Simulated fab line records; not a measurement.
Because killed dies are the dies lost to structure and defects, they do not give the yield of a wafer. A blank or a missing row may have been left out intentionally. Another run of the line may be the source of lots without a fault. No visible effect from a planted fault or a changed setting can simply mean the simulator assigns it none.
Check for tools in common || flow berkeley-cmos170 || 15 lots, 45 wafers sampled

== REASON FOR OPENING ==
UCB170_PVT_TW_MEAS_09, reading PVT_TW: flagged on 3 of 15 lots. No-fault wafers: 507, standard deviation 3.8.
Rule: flag the lot when none of its wafers has a number, or when each of its wafers that has one lies beyond 4 standard deviations from that mean. The other lots count as sound.

{"lot": "L216", "measured": "day 6 18:09", "on": "film-metro-01", "PVT_TW, wafer by wafer": "510 514 508", "flag": ""}
{"lot": "L217", "measured": "day 6 18:31", "on": "film-metro-01", "PVT_TW, wafer by wafer": "511 513 512", "flag": ""}
{"lot": "L219", "measured": "day 7 04:38", "on": "film-metro-01", "PVT_TW, wafer by wafer": "509 507 506", "flag": ""}
{"lot": "L220", "measured": "day 7 04:56", "on": "film-metro-01", "PVT_TW, wafer by wafer": "509 509 507", "flag": ""}
{"lot": "L218", "measured": "day 7 05:05", "on": "film-metro-04", "PVT_TW, wafer by wafer": "511 514 514", "flag": ""}
{"lot": "L221", "measured": "day 7 20:47", "on": "film-metro-01", "PVT_TW, wafer by wafer": "508 507 508", "flag": ""}
{"lot": "L224", "measured": "day 8 02:11", "on": "film-metro-04", "PVT_TW, wafer by wafer": "504 503 502", "flag": ""}
{"lot": "L223", "measured": "day 8 02:50", "on": "film-metro-01", "PVT_TW, wafer by wafer": "31 31 31", "flag": "FLAGGED"}
{"lot": "L227", "measured": "day 8 14:42", "on": "film-metro-04", "PVT_TW, wafer by wafer": "30 31 30", "flag": "FLAGGED"}
{"lot": "L226", "measured": "day 8 14:58", "on": "film-metro-01", "PVT_TW, wafer by wafer": "31 31 31", "flag": "FLAGGED"}
{"lot": "L234", "measured": "day 10 00:39", "on": "film-metro-04", "PVT_TW, wafer by wafer": "499 500 501", "flag": ""}
{"lot": "L233", "measured": "day 10 00:40", "on": "film-metro-03", "PVT_TW, wafer by wafer": "508 504 507", "flag": ""}
{"lot": "L235", "measured": "day 10 07:16", "on": "film-metro-01", "PVT_TW, wafer by wafer": "509 509 509", "flag": ""}
{"lot": "L236", "measured": "day 10 22:32", "on": "film-metro-04", "PVT_TW, wafer by wafer": "503 499 502", "flag": ""}
{"lot": "L239", "measured": "day 11 03:16", "on": "film-metro-03", "PVT_TW, wafer by wafer": "508 508 507", "flag": ""}
The numbers of the flagged lots are 31 on average: -476 against the usual, or -99 or more standard deviations.

== EACH LOT AND THE TOOL IT RAN ON ==
The record keeps 1 process step preceding the reading, out of 331 steps on the route. Read each cell as the tool, then ch plus the chambers that the sampled wafers visited, then the start.
{"lot": "L216", "flag": "", "UCB170_PVT_DEVELOP_05": "litho-track-02 ch 0, day 6 17:00"}
{"lot": "L217", "flag": "", "UCB170_PVT_DEVELOP_05": "litho-track-01 ch 0, day 6 18:00"}
{"lot": "L219", "flag": "", "UCB170_PVT_DEVELOP_05": "litho-track-04 ch 0, day 7 04:00"}
{"lot": "L220", "flag": "", "UCB170_PVT_DEVELOP_05": "litho-track-01 ch 0, day 7 04:00"}
{"lot": "L218", "flag": "", "UCB170_PVT_DEVELOP_05": "litho-track-02 ch 0, day 7 04:00"}
{"lot": "L221", "flag": "", "UCB170_PVT_DEVELOP_05": "litho-track-01 ch 0, day 7 20:00"}
{"lot": "L224", "flag": "", "UCB170_PVT_DEVELOP_05": "litho-track-02 ch 0, day 8 01:00"}
{"lot": "L223", "flag": "FLAGGED", "UCB170_PVT_DEVELOP_05": "litho-track-01 ch 0, day 8 02:00"}
{"lot": "L227", "flag": "FLAGGED", "UCB170_PVT_DEVELOP_05": "litho-track-01 ch 0, day 8 14:00"}
{"lot": "L226", "flag": "FLAGGED", "UCB170_PVT_DEVELOP_05": "litho-track-01 ch 0, day 8 14:00"}
{"lot": "L234", "flag": "", "UCB170_PVT_DEVELOP_05": "litho-track-04 ch 0, day 10 00:00"}
{"lot": "L233", "flag": "", "UCB170_PVT_DEVELOP_05": "litho-track-02 ch 0, day 10 00:00"}
{"lot": "L235", "flag": "", "UCB170_PVT_DEVELOP_05": "litho-track-02 ch 0, day 10 06:00"}
{"lot": "L236", "flag": "", "UCB170_PVT_DEVELOP_05": "litho-track-02 ch 0, day 10 22:00"}
{"lot": "L239", "flag": "", "UCB170_PVT_DEVELOP_05": "litho-track-04 ch 0, day 11 02:00"}
What is done by these steps:
- UCB170_PVT_DEVELOP_05: develop time 45 s.
- UCB170_PVT_TW_MEAS_09

== FLAGGED AGAINST TOTAL, ONE TOOL AT A TIME (gauges that did the reading follow at the end) ==
{"step": "UCB170_PVT_DEVELOP_05", "tool": "litho-track-01", "lots run": 6, "flagged": 3, "share of the flagged lots": "all", "sound lots run after its first flagged lot": 0}
{"step": "UCB170_PVT_DEVELOP_05", "tool": "litho-track-02", "lots run": 6, "flagged": 0, "share of the flagged lots": "none", "sound lots run after its first flagged lot": "-"}
{"step": "UCB170_PVT_DEVELOP_05", "tool": "litho-track-04", "lots run": 3, "flagged": 0, "share of the flagged lots": "none", "sound lots run after its first flagged lot": "-"}
{"step": "UCB170_PVT_TW_MEAS_09", "tool": "film-metro-01", "lots run": 8, "flagged": 2, "share of the flagged lots": "some", "sound lots run after its first flagged lot": "1 (L235)"}
{"step": "UCB170_PVT_TW_MEAS_09", "tool": "film-metro-03", "lots run": 2, "flagged": 0, "share of the flagged lots": "none", "sound lots run after its first flagged lot": "-"}
{"step": "UCB170_PVT_TW_MEAS_09", "tool": "film-metro-04", "lots run": 5, "flagged": 1, "share of the flagged lots": "some", "sound lots run after its first flagged lot": "2 (L234,L236)"}

== WHAT THE TABLE ALLOWS ==
Rows of the table that ran each flagged lot: 1, that is litho-track-01 at UCB170_PVT_DEVELOP_05.
- litho-track-01 at UCB170_PVT_DEVELOP_05: 3 of its 6 lots flagged. Its last sound lot is L221 (day 7 20:00), its first flagged lot L223 (day 8 02:00): a fault that began between those two fits.
Left over: one tool, litho-track-01 at UCB170_PVT_DEVELOP_05.

== WHAT HAD BEEN PUT IN BY THE SIMULATOR ==
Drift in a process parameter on litho-track-01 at UCB170_PVT_DEVELOP_05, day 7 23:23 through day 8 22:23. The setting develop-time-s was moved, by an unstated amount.
Struck lots among those shown: L223, L227, L226. The same result came from the rule above.
